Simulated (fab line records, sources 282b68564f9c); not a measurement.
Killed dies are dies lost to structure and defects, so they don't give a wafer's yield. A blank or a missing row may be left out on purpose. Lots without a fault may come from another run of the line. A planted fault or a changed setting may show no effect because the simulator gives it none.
Which tool did it? | flow rit_cmos | 7 lots, 21 wafers sampled, at 2 steps of a route of 202

WHAT THE GAUGES READ, wafer by wafer
RIT_ACTIVE_CD_MEAS_90: target cd 1400 nm.
lot  | measured    | on        | cd_nm (nm)
L649 | day 1 20:13 | cd_sem-01 | 1401.4 1400.6 1401.2
L652 | day 2 11:11 | cd_sem-02 | 1399.4 1400.5 1398.3
L654 | day 2 21:08 | cd_sem-01 | 1396.0 1394.1 1396.8
L656 | day 3 07:01 | cd_sem-01 | 1402.3 1404.4 1402.1
L658 | day 3 17:13 | cd_sem-01 | 1399.1 1400.3 1399.9
L667 | day 5 14:08 | cd_sem-01 | 1399.5 1401.2 1401.3
L671 | day 6 10:10 | cd_sem-02 | 1399.8 1398.6 1397.5

WHICH TOOL RAN EACH LOT (tool, then ch and the chambers of the sampled wafers, then the start)
lot  | RIT_ACTIVE_STRIP_14
L649 | plasma_asher-02 ch 0,1, day 1 20:02
L652 | plasma_asher-04 ch 0,1, day 2 11:01
L654 | plasma_asher-02 ch 0,1, day 2 20:58
L656 | plasma_asher-02 ch 0,1, day 3 06:50
L658 | plasma_asher-02 ch 0, day 3 17:02
L667 | plasma_asher-02 ch 0,1, day 5 13:58
L671 | plasma_asher-02 ch 1, day 6 09:58
- RIT_ACTIVE_STRIP_14: strips in O2, time 180 s.

THE ANSWER, worked out from the rows above alone
Rule: what is usual is taken from the lots themselves. Put in order of their means at a reading, lots are off if they are a third of the lots or fewer, leave a main group of 4 or more, and stand apart from it by a gap of 3 or more times the standard deviation of the main group's means; of several such gaps the widest counts. A main group whose means are all the same, to the digits that the tables above print for the reading, isn't used. A lot without any number at a reading at which 4 lots or more have one is off too. The other lots that the step has rows for count as sound.
No lot is off at any reading shown: from this, nothing can be told.

WHAT THE SIMULATOR HAD PUT IN
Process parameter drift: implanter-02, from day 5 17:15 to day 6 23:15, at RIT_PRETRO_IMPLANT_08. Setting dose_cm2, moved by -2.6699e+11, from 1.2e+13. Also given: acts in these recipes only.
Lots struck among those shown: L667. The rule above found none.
